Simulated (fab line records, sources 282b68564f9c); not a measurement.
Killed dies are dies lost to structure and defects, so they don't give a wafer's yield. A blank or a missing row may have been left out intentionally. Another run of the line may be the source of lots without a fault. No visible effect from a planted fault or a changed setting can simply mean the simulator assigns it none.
Check for tools in common / flow ritCmos / Sampled: 14 lots, 42 wafers

WHY THIS WAS OPENED
2 of 14 lots carry a flag on the reading FOX2_OXIDE_THK at RIT_FOX2_THK_MEAS_01. Fault-free wafers read 344 nm, with a standard deviation of 6.7.
Rule: flag the lot when none of its wafers has a number, or when each of its wafers that has one lies beyond 4 standard deviations from that mean. All remaining lots are regarded as sound.

lot=L267; measured=day 2 10:02; on=filmMetro-03; FOX2_OXIDE_THK (nm), wafer by wafer=341 340 341; flag=
lot=L268; measured=day 2 13:49; on=filmMetro-04; FOX2_OXIDE_THK (nm), wafer by wafer=351 347 345; flag=
lot=L269; measured=day 2 17:40; on=filmMetro-04; FOX2_OXIDE_THK (nm), wafer by wafer=352 354 348; flag=
lot=L270; measured=day 3 01:07; on=filmMetro-02; FOX2_OXIDE_THK (nm), wafer by wafer=518 519 514; flag=FLAGGED
lot=L271; measured=day 3 02:50; on=filmMetro-03; FOX2_OXIDE_THK (nm), wafer by wafer=352 350 347; flag=
lot=L272; measured=day 3 07:36; on=filmMetro-04; FOX2_OXIDE_THK (nm), wafer by wafer=349 347 348; flag=
lot=L273; measured=day 3 14:42; on=filmMetro-04; FOX2_OXIDE_THK (nm), wafer by wafer=510 510 507; flag=FLAGGED
lot=L277; measured=day 4 13:19; on=filmMetro-04; FOX2_OXIDE_THK (nm), wafer by wafer=347 345 345; flag=
lot=L280; measured=day 5 01:08; on=filmMetro-02; FOX2_OXIDE_THK (nm), wafer by wafer=337 343 338; flag=
lot=L281; measured=day 5 03:55; on=filmMetro-02; FOX2_OXIDE_THK (nm), wafer by wafer=345 350 349; flag=
lot=L283; measured=day 5 16:13; on=filmMetro-04; FOX2_OXIDE_THK (nm), wafer by wafer=343 346 347; flag=
lot=L284; measured=day 6 00:28; on=filmMetro-04; FOX2_OXIDE_THK (nm), wafer by wafer=346 339 338; flag=
lot=L286; measured=day 6 05:01; on=filmMetro-02; FOX2_OXIDE_THK (nm), wafer by wafer=337 338 345; flag=
lot=L288; measured=day 6 16:24; on=filmMetro-04; FOX2_OXIDE_THK (nm), wafer by wafer=344 343 346; flag=
On average the flagged lots' numbers are 513 nm, which is +169 nm against the usual, or +25 standard deviations.

LOT BY LOT: THE TOOL USED
The record holds 1 process step before the reading, out of a route of 202 steps. Cell contents, in order: the tool; ch with the chambers the sampled wafers went through; the start.
lot=L267; flag=; RIT_FOX2_OXIDATION_00=furnace-03 ch 0, day 2 08:42
lot=L268; flag=; RIT_FOX2_OXIDATION_00=furnace-01 ch 0, day 2 12:29
lot=L269; flag=; RIT_FOX2_OXIDATION_00=furnace-01 ch 0, day 2 16:21
lot=L270; flag=FLAGGED; RIT_FOX2_OXIDATION_00=furnace-04 ch 0, day 2 21:40 and furnace-03 ch 0, day 2 23:47
lot=L271; flag=; RIT_FOX2_OXIDATION_00=furnace-04 ch 0, day 3 01:32
lot=L272; flag=; RIT_FOX2_OXIDATION_00=furnace-01 ch 0, day 3 06:17
lot=L273; flag=FLAGGED; RIT_FOX2_OXIDATION_00=furnace-01 ch 0, day 3 11:01
lot=L277; flag=; RIT_FOX2_OXIDATION_00=furnace-04 ch 0, day 4 11:59
lot=L280; flag=; RIT_FOX2_OXIDATION_00=furnace-04 ch 0, day 4 23:48
lot=L281; flag=; RIT_FOX2_OXIDATION_00=furnace-04 ch 0, day 5 02:37
lot=L283; flag=; RIT_FOX2_OXIDATION_00=furnace-03 ch 0, day 5 14:53
lot=L284; flag=; RIT_FOX2_OXIDATION_00=furnace-01 ch 0, day 5 23:08
lot=L286; flag=; RIT_FOX2_OXIDATION_00=furnace-01 ch 0, day 6 03:42
lot=L288; flag=; RIT_FOX2_OXIDATION_00=furnace-04 ch 0, day 6 15:04
What is done by these steps:
- RIT_FOX2_OXIDATION_00: target thk 350.7 nm, ox time 1130 s.
- RIT_FOX2_THK_MEAS_01

FLAGGED OVER TOTAL, TOOL BY TOOL (the gauges that took the reading come last)
step=RIT_FOX2_OXIDATION_00; tool=furnace-01; lots run=6; flagged=1; share of the flagged lots=some; sound lots run after its first flagged lot=2 (L284,L286)
step=RIT_FOX2_OXIDATION_00; tool=furnace-03; lots run=3; flagged=1; share of the flagged lots=some; sound lots run after its first flagged lot=1 (L283)
step=RIT_FOX2_OXIDATION_00; tool=furnace-04; lots run=6; flagged=1; share of the flagged lots=some; sound lots run after its first flagged lot=5 (L271,L277,L280,L281,L288)
step=RIT_FOX2_THK_MEAS_01; tool=filmMetro-02; lots run=4; flagged=1; share of the flagged lots=some; sound lots run after its first flagged lot=3 (L280,L281,L286)
step=RIT_FOX2_THK_MEAS_01; tool=filmMetro-03; lots run=2; flagged=0; share of the flagged lots=none; sound lots run after its first flagged lot=-
step=RIT_FOX2_THK_MEAS_01; tool=filmMetro-04; lots run=8; flagged=1; share of the flagged lots=some; sound lots run after its first flagged lot=4 (L277,L283,L284,L288)

THE TABLE: WHAT IT ALLOWS
No row of the table ran every flagged lot.

WHAT THE SIMULATOR PUT IN
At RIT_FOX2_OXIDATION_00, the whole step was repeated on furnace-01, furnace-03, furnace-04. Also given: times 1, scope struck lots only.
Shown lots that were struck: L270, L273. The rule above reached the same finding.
